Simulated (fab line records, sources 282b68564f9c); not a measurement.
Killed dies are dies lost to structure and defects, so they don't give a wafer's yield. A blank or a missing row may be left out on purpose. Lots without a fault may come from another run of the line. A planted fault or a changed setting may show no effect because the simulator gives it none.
fab line records | flow rit_cmos
record lots=6 wafers=18 last_day=7
route steps=202 shown NSD@137 PSD@142 M1@202
lots that met no fault: from a run of the same line without faults
start_h: hours from the record's first day to the start of the lot's first wafer shown | wait_h: hours since the lot's step before | " the same as in the row above | L1.1+2: a row that stands for several wafers | - no value, or no start given | * or withheld: withheld | < > ~ a bound
route shown NAME@n: a module of which the file shows steps, and the number in the route of the first | usual: mean/standard deviation of fault-free wafers | same: alike in all rows | chamber/n: place in a boat | sites: the reading at each site | _std_site: their standard deviation | _edge_site: outer sites' mean less inner sites' | radius_mm: how far each site lies from the wafer's centre | mask NAME#n: copy n | behind: the tool/chamber that last shaped the wafer | hold: why the lot was held/for how many hours/how that ended | device: the transistor (n, p or np) that didn't switch | end of line: the same wafers' tests at the end of the route | a step without rows: its recipe alone | killed: dies lost to structure and defects at the first sort, not the wafer's yield | map: a wafer's dies, x killed, . not, _ none there
set.NAME: the setting as run; set.NAME@STEP: as run at that earlier step | model.NAME: the simulator's own value behind a step, which no gauge read
lots at some steps of the route; a table a step, a row a wafer
services: from which hour (start_h, from the record's first day; less than 0 if before it) a tool's chamber was out of use, for how many hours, and why
## steps
# step RIT_NSD_OVL_MEAS_06
# usual NSD_OVL=-0.7/1.6
# columns lot.wafer tool chamber start_h wait_h NSD_OVL[nm]
L166.3 overlay-01 - 62.39 - 0.4
L166.5 " - " " -1.8
L166.6 " - " " 0.3
L169.2 overlay-01 - 80.08 - -3.4
L169.4 " - " " -1.6
L169.5 " - " " -4.0
L173.1 overlay-02 - 95.26 - -0.7
L173.2 " - " " -1.9
L173.4 " - " " -0.8
L180.4 overlay-01 - 129.99 - -0.2
L180.5 " - " " -0.8
L180.6 " - " " -1.0
L184.2 overlay-02 - 144.60 - -0.4
L184.3 " - " " -0.6
L184.6 " - " " -2.2
L185.1 overlay-02 - 151.39 - 0.5
L185.2 " - " " 3.0
L185.5 " - " " 0.4
# step RIT_NSD_HARDBAKE_07
# recipe resist=NOVOLAK temp_c=140 time_s=60
# step RIT_NSD_IMPLANT_08
# recipe species=P energy_kev=25 dose_cm2=1e+15 tilt_deg=7
# step RIT_NSD_STRIP_09
# recipe chemistry=O2 time_s=180 resist=NOVOLAK platen_temp_c=withheld power_w=500 pressure_mtorr=4000 o2_flow_sccm=4000
# usual drypump_motor_current_A=5.8/0.33
# columns lot.wafer tool chamber start_h wait_h drypump_motor_current_A rf_hours_counter_h
L166.3 plasma_asher-03 0 62.78 0.1 5.8 -
L166.5 " 0 " " 5.8 -
L166.6 " 1 " " 5.3 -
L169.2 plasma_asher-01 0 80.49 0.1 6.2 29
L169.4 " 1 " " 5.6 -
L169.5 " 1 " " 5.6 -
L173.1 plasma_asher-03 1 95.60 0.1 5.3 47
L173.2 " 0 " " 5.8 47
L173.4 " 0 " " 5.8 -
L180.4 plasma_asher-03 1 130.37 0.1 5.3 -
L180.5 " 1 " " 5.3 -
L180.6 " 0 " " 5.8 -
L184.2 plasma_asher-01 1 144.93 0.1 5.6 37
L184.3 " 0 " " 6.2 -
L184.6 " 1 " " 5.6 -
L185.1 plasma_asher-01 0 151.72 0.1 6.2 38
L185.2 " 1 " " 5.6 38
L185.5 " 1 " " 5.6 -
# step RIT_NSD_TW_MEAS_10
# usual NSD_TW=3141/14
# columns lot.wafer tool chamber start_h wait_h NSD_TW
L166.3 film_metro-02 - 62.91 0.1 3133
L166.5 " - " " 3144
L166.6 " - " " 3139
L169.2 film_metro-02 - 80.67 0.1 3152
L169.4 " - " " 3155
L169.5 " - " " 3126
L173.1 film_metro-02 - 95.77 0.1 3147
L173.2 " - " " 3151
L173.4 " - " " 3149
L180.4 film_metro-02 - 130.51 0.1 3120
L180.5 " - " " 3132
L180.6 " - " " 3122
L184.2 film_metro-01 - 145.12 0.1 3158
L184.3 " - " " 3137
L184.6 " - " " 3174
L185.1 film_metro-01 - 151.90 0.1 3147
L185.2 " - " " 3142
L185.5 " - " " 3131
# step RIT_PSD_HMDS_00
# recipe prime_time_s=60 prime_temp_c=140
# step RIT_PSD_COAT_01
# recipe resist=NOVOLAK spin_rpm=3250 resist_thk_nm=1000
# step RIT_PSD_SOFTBAKE_02
# recipe resist=NOVOLAK temp_c=90 time_s=60
# step RIT_PSD_EXPOSE_03
# recipe mask_id=M10 na=0.57 target_cd_nm=40900 dose_mj=250
# step RIT_PSD_PEB_04
# recipe resist=NOVOLAK temp_c=withheld time_s=withheld
# step RIT_PSD_DEVELOP_05
# recipe resist=NOVOLAK develop_time_s=50 dev_temp_c=23
# step RIT_PSD_OVL_MEAS_06
# usual PSD_OVL=1.2/1.6
# columns lot.wafer tool chamber start_h wait_h PSD_OVL[nm]
L166.3 overlay-01 - 63.94 - 4.2
L166.5 " - " " -0.1
L166.6 " - " " -0.3
L169.2 overlay-02 - 81.80 - -0.2
L169.4 " - " " -2.2
L169.5 " - " " -1.2
L173.1 overlay-02 - 96.68 - 1.6
L173.2 " - " " 2.3
L173.4 " - " " 3.8
L180.4 overlay-02 - 131.54 - 1.2
L180.5 " - " " 0.2
L180.6 " - " " 0.9
L184.2 overlay-01 - 146.17 - -1.0
L184.3 " - " " -0.7
L184.6 " - " " -1.9
L185.1 overlay-01 - 152.93 - -1.0
L185.2 " - " " 1.4
L185.5 " - " " 1.6
# step RIT_PSD_HARDBAKE_07
# recipe resist=NOVOLAK temp_c=140 time_s=60
# usual heater_power_total_W=62.55/0.049 plate_temp_C=140.01/0.13
# columns lot.wafer tool chamber start_h wait_h heater_power_total_W plate_temp_C
L166.3 litho_track-02 0 64.01 0.1 62.50 140.10
L166.5 " 0 " " 62.58 140.11
L166.6 " 0 " " 62.54 140.22
L169.2 litho_track-01 0 82.04 0.2 62.49 140.06
L169.4 " 0 " " 62.57 139.99
L169.5 " 0 " " 62.57 139.78
L173.1 litho_track-01 0 96.72 0.0 61.10 137.53
L173.2 " 0 " " 61.21 137.63
L173.4 " 0 " " 61.29 137.54
L180.4 litho_track-01 0 131.63 0.1 61.24 137.71
L180.5 " 0 " " 61.16 137.74
L180.6 " 0 " " 61.16 137.50
L184.2 litho_track-04 0 146.22 0.0 62.61 139.84
L184.3 " 0 " " 62.55 139.99
L184.6 " 0 " " 62.56 139.98
L185.1 litho_track-02 0 152.97 0.0 62.59 139.95
L185.2 " 0 " " 62.51 139.89
L185.5 " 0 " " 62.53 139.95
# step RIT_PSD_IMPLANT_08
# recipe species=BF2 energy_kev=27 dose_cm2=5e+15 tilt_deg=7
# step RIT_M1_PROBE_99
# usual killed_at_M0_to_M3=0.0/0.14 killed_at_front_end=7/3.1 killed_dies=7/3.1 killed_open=3.3/2 killed_short=3.5/1.9
# same gross_dies=264 killed_at_M4_up=0 killed_at_back_side=0 killed_at_contacts=0 killed_at_other=0
# columns lot.wafer tool chamber start_h wait_h killed_at_M0_to_M3 killed_at_front_end killed_dies killed_open killed_short
L166.3 prober-01 - 72.49 0.2 0 3 3 2 1
L166.5 prober-01 - 72.59 0.2 0 3 3 2 1
L166.6 prober-01 - 72.64 0.2 0 12 12 8 4
L169.2 prober-02 - 90.68 0.1 0 15 15 6 9
L169.4 prober-02 - 90.78 0.2 0 7 7 3 4
L169.5 prober-02 - 90.83 0.2 0 9 9 4 5
L173.1 prober-02 - 105.70 0.1 0 9 9 5 4
L173.2 prober-02 - 105.75 0.1 0 10 10 5 5
L173.4 prober-02 - 105.85 0.2 0 5 5 3 2
L180.4 prober-01 - 140.23 0.2 0 10 10 6 4
L180.5 prober-01 - 140.28 0.2 0 7 7 4 3
L180.6 prober-01 - 140.33 0.2 0 9 9 5 4
L184.2 prober-01 - 154.61 0.1 0 7 7 4 3
L184.3 prober-01 - 154.66 0.2 0 0 0 0 0
L184.6 prober-01 - 154.81 0.2 0 7 7 4 3
L185.1 prober-02 - 161.54 0.1 0 8 8 2 6
L185.2 prober-02 - 161.59 0.1 0 4 4 1 3
L185.5 prober-02 - 161.74 0.2 1 2 3 1 2
# killed by level:class
L166.3 FOX1:geometric_particle:open=1 FOX2:geometric_particle:short=1 GATE:geometric_particle:open=1
L166.5 FOX1:geometric_particle:open=1 FOX1:geometric_particle:short=1 REOX:geometric_particle:open=1
L166.6 FOX1:geometric_particle:open=3 GATE:geometric_particle:open=2 GATE:geometric_particle:short=2 FOX2:geometric_particle:open=1 FOX2:geometric_particle:short=1 REOX:geometric_particle:open=1 SILICIDE:geometric_particle:short=1 SILICIDE:geometric_particle:open=1
L169.2 GATE:geometric_particle:short=5 GATE:geometric_particle:open=3 SILICIDE:geometric_particle:open=3 FOX1:geometric_particle:short=1 FOX2:geometric_particle:short=1 REOX:geometric_particle:short=1 SILICIDE:geometric_particle:short=1
L169.4 GATE:geometric_particle:short=2 GATE:geometric_particle:open=2 FOX1:geometric_particle:open=1 REOX:geometric_particle:short=1 SILICIDE:geometric_particle:short=1
L169.5 SILICIDE:geometric_particle:short=4 GATE:geometric_particle:open=2 FOX1:geometric_particle:open=1 FOX1:geometric_particle:short=1 FOX2:geometric_particle:open=1
L173.1 FOX2:geometric_particle:short=2 GATE:geometric_particle:open=2 REOX:geometric_particle:open=2 GATE:geometric_particle:short=1 REOX:geometric_particle:short=1 SILICIDE:geometric_particle:open=1
L173.2 GATE:geometric_particle:open=3 GATE:geometric_particle:short=2 REOX:geometric_particle:short=2 FOX2:geometric_particle:open=1 FOX2:geometric_particle:short=1 REOX:geometric_particle:open=1
L173.4 GATE:geometric_particle:short=2 GATE:geometric_particle:open=2 SILICIDE:geometric_particle:open=1
L180.4 GATE:geometric_particle:short=3 GATE:geometric_particle:open=3 FOX1:geometric_particle:open=1 FOX2:geometric_particle:open=1 REOX:geometric_particle:short=1 REOX:geometric_particle:open=1
L180.5 GATE:geometric_particle:short=2 REOX:geometric_particle:open=2 FOX1:geometric_particle:open=1 REOX:geometric_particle:short=1 SILICIDE:geometric_particle:open=1
L180.6 GATE:geometric_particle:short=3 FOX1:geometric_particle:open=2 GATE:geometric_particle:open=2 FOX1:geometric_particle:short=1 REOX:geometric_particle:open=1
L184.2 GATE:geometric_particle:open=3 GATE:geometric_particle:short=2 FOX1:geometric_particle:short=1 SILICIDE:geometric_particle:open=1
L184.3
L184.6 GATE:geometric_particle:short=2 SPACER:geometric_particle:open=2 FOX1:geometric_particle:open=1 FOX2:geometric_particle:open=1 SILICIDE:geometric_particle:short=1
L185.1 GATE:geometric_particle:short=2 FOX1:geometric_particle:short=1 GATE:geometric_particle:open=1 REOX:geometric_particle:open=1 REOX:geometric_particle:short=1 SPACER:geometric_particle:short=1 SILICIDE:geometric_particle:short=1
L185.2 GATE:geometric_particle:short=1 REOX:geometric_particle:short=1 SPACER:geometric_particle:short=1 SPACER:geometric_particle:open=1
L185.5 FOX2:geometric_particle:open=1 GATE:geometric_particle:short=1 M1:geometric_particle:short=1
## services
# columns tool chamber start_h hours kind
plasma_asher-01 - 39.76 1.2 repair
plasma_asher-03 - 141.43 21.0 repair
## key
first_sign step=RIT_PSD_HARDBAKE_07 reading=heater_power_total_W direction=down sigmas=28 usual=62.55 struck=61.19
effect step=RIT_PSD_HARDBAKE_07 reading=plate_temp_C direction=down sigmas=18 usual=* struck=*
met_at RIT_PSD_HARDBAKE_07
struck_wafers L173.1,L173.2,L173.4,L180.4,L180.5,L180.6
tester_left_out L173,L180
onset_between 82.04 96.72
fault kind=process_parameter_drift tool=litho_track-01 chamber=- onset_h=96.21 steps=RIT_PSD_HARDBAKE_07 channel=temp_c offset=* shape=step end_h=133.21 acts_in=* stated=*
# tester_left_out: of these lots the tester's yield and bins aren't shown, on N5 and GAA mostly nor the transistor test; their killed dies are dies lost to structure and defects alone, not to doping, threshold or leakage, so they don't give the yield
